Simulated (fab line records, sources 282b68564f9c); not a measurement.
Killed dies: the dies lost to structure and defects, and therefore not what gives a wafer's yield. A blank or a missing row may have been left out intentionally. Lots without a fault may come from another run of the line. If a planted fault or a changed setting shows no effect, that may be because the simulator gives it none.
A struck lot beside a sound one	flow rit cmos	44 out of 202 route steps
Sound: wafers L976.3, L976.4, L976.6. Wafers struck: L986.1, L986.2, L986.6. At the end, the cause is stated.
For every step that has rows: the tool of each side, followed by ch and its chambers, followed by its first start. Under that, the readings that differ: sound wafers	struck wafers	difference of the means	sigmas: that difference in standard deviations of wafers without a fault.
alike: words and numbers the same on both sides, and readings whose means are apart by under 2 such deviations; not compared: readings that were withheld, readings missing a value for some wafer, numbers with overlapping values and no deviation given by the record, and bounds like >300 which may hide the same value.
The two part at a step that has a row with sigmas, a row that says differs or no value, or rows on one side only. When numbers do not overlap yet have no deviation, they are printed without sigmas and do not part them. A reading that every wafer of one side lacks parts them only if that side has two wafers or more.

first, 2 steps without rows for these wafers: RIT_ACTIVE_CLEAN_17 (cleans in SC2, time 600 s); RIT_FOX1_OXIDATION_00 (target thk 350.7 nm, ox time 1130 s).
RIT_FOX1_THK_MEAS_01:
  struck on film metro-02, day 4 09:49; sound on film metro-04, day 2 07:50
  alike: FOX1_OXIDE_THK
then, 2 steps without rows for these wafers: RIT_FOX1_WET_ETCH_02 (etches SiO2 in BOE, target depth 350 nm, time 390 s); RIT_FOX2_OXIDATION_00 (target thk 350.7 nm, ox time 1130 s).
RIT_FOX2_THK_MEAS_01:
  struck on film metro-03, day 4 11:22; sound on film metro-04, day 2 10:18
  alike: FOX2_OXIDE_THK
then, 2 steps without rows for these wafers: RIT_FOX2_CLEAN_02 (cleans in dHF, time 180 s); RIT_FOX2_WET_ETCH_03 (etches Si3N4 in H3PO4, target depth 195 nm, time 2700 s).
RIT_FOX2_THK_MEAS_90:
  struck on film metro-04, day 4 12:14; sound on film metro-03, day 2 11:11
  alike: FIELD_OXIDE_LEFT_1_THK
then, 3 steps without rows for these wafers: RIT_NWELL_HMDS_00 (prime time 60 s); RIT_NWELL_COAT_01 (resist thk 1300 nm); RIT_NWELL_SOFTBAKE_02 (time 60 s).
RIT_NWELL_EXPOSE_03: exposes mask M2, target cd 43900 nm.
  sound on iline stepper-02 ch 0, day 2 11:50; struck on iline stepper-02 ch 0, day 4 12:53
reading	sound	struck	difference	sigmas
model.NWELL.overlay x nm (nm)	-0.2254 -0.2254 -0.2254	-179 -179 -179	-179	
  alike: mask, exposure dose mJ cm2
then, 2 steps without rows for these wafers: RIT_NWELL_PEB_04; RIT_NWELL_DEVELOP_05 (develop time 68 s).
RIT_NWELL_OVL_MEAS_06:
  struck on overlay-01, day 4 13:19; sound on overlay-02, day 2 12:14
reading	sound	struck	difference	sigmas
NWELL_OVL (nm)	-0.4 -0.6 -0.8	-179.9 -180.2 -180.3	-179.5	-99 or more
then, 2 steps without rows for these wafers: RIT_NWELL_HARDBAKE_07 (time 120 s); RIT_NWELL_IMPLANT_08.
RIT_NWELL_STRIP_09: strips in O2, time 180 s.
  sound on plasma asher-04 ch 0,1, day 2 12:43; struck on plasma asher-04 ch 0,1, day 4 13:44
  alike: drypump motor current A
  not compared: rf hours counter h
RIT_NWELL_TW_MEAS_10:
  struck on film metro-02, day 4 13:55; sound on film metro-02, day 2 12:52
  alike: NWELL_TW
then, 6 steps without rows for these wafers: RIT_PWELL_HMDS_00 (prime time 60 s); RIT_PWELL_COAT_01 (resist thk 1300 nm); RIT_PWELL_SOFTBAKE_02 (time 60 s); RIT_PWELL_EXPOSE_03 (exposes mask M3, target cd 43700 nm); RIT_PWELL_PEB_04; RIT_PWELL_DEVELOP_05 (develop time 68 s).
RIT_PWELL_OVL_MEAS_06:
  struck on overlay-02, day 4 14:52; sound on overlay-01, day 2 13:55
  alike: PWELL_OVL
then, 2 steps without rows for these wafers: RIT_PWELL_HARDBAKE_07 (time 120 s); RIT_PWELL_IMPLANT_08.
RIT_PWELL_STRIP_09: strips in O2, time 180 s.
  sound on plasma asher-01 ch 0,1, day 2 14:24; struck on plasma asher-04 ch 0,1, day 4 15:18
  alike: drypump motor current A
  not compared: rf hours counter h
RIT_PWELL_TW_MEAS_10:
  struck on film metro-01, day 4 15:28; sound on film metro-02, day 2 14:32
  alike: PWELL_TW
then, 1 step without rows for these wafers: RIT_WELLDRIVE_ANNEAL_00 (time 14700 s).
RIT_WELLDRIVE_RS_MEAS_01: measurement is done with a four-point probe.
  struck on film metro-02, day 4 20:37; sound on film metro-02, day 2 19:42
reading	sound	struck	difference	sigmas
NWELL_RS (ohm/sq)	274.3 274.8 274.1	276.3 275.8 276.3	+1.7	+2
RIT_WELLDRIVE_RS_MEAS_02: measurement is done with a four-point probe.
  struck on film metro-02, day 4 20:44; sound on film metro-02, day 2 19:49
  alike: PWELL_RS
then, 6 steps without rows for these wafers: RIT_NRETRO_HMDS_00 (prime time 60 s); RIT_NRETRO_COAT_01 (resist thk 1300 nm); RIT_NRETRO_SOFTBAKE_02 (time 60 s); RIT_NRETRO_EXPOSE_03 (exposes mask M4, target cd 43900 nm); RIT_NRETRO_PEB_04; RIT_NRETRO_DEVELOP_05 (develop time 68 s).
RIT_NRETRO_OVL_MEAS_06:
  struck on overlay-02, day 4 21:52; sound on overlay-01, day 2 20:55
  alike: NRETRO_OVL
then, 1 step without rows for these wafers: RIT_NRETRO_HARDBAKE_07 (time 120 s).
RIT_GATE_ETCH_19: etches poly-Si in SF6/CHF3/O2, stops on SiO2, time 165 s, target depth 312.5 nm.
  sound on rie si-02 ch 0,2,3, day 3 04:12; struck on rie si-02 ch 2,3, day 5 09:24
reading	sound	struck	difference	sigmas
model.GATE.cd nm (nm)	147.3 148.1 147.2	153.7 150.7 152.6	+4.8	
  alike: O2_flow_sccm, SF6_flow_sccm, drypump motor current A, oes product au, throttle valve pct
  not compared: rf hours counter h
RIT_M1_PROBE_99:
  struck on prober-02, day 6 06:03; sound on prober-02, day 4 01:40
reading	sound	struck	difference	sigmas
killed short	3 0 1	5 8 7	+5	+3
model.etest.nmos_0p15.r on ohm um	1083 1068 1059	1125 1098 1114	+42	
model.etest.nmos_0p15.drive ua um	486.1 492.1 495.8	472.7 483.1 473.2	-15.0	
model.etest.well edge right.line ohm um	180.6 178.4 180.4	192.2 192.5 191.6	+12.3	
model.etest.npoly line.line ohm um	170.9 172.3 174.4	162.1 164.7 164.4	-8.8	
model.etest.ppoly line.line ohm um	164 164.3 163.5	154.4 158.7 159.4	-6.4	
  alike: killed_at_M0_to_M3, killed at contacts, killed at front end, killed dies, killed open
  not compared: model.etest.pmos_0p15.r on ohm um, model.etest.pmos turned.r on ohm um, model.etest.pmos_0p15.drive ua um

== WHERE THEY PART ==
Earliest at RIT_NWELL_OVL_MEAS_06; latest, in this record, at RIT_M1_PROBE_99.

WHY: the cause the simulator had injected
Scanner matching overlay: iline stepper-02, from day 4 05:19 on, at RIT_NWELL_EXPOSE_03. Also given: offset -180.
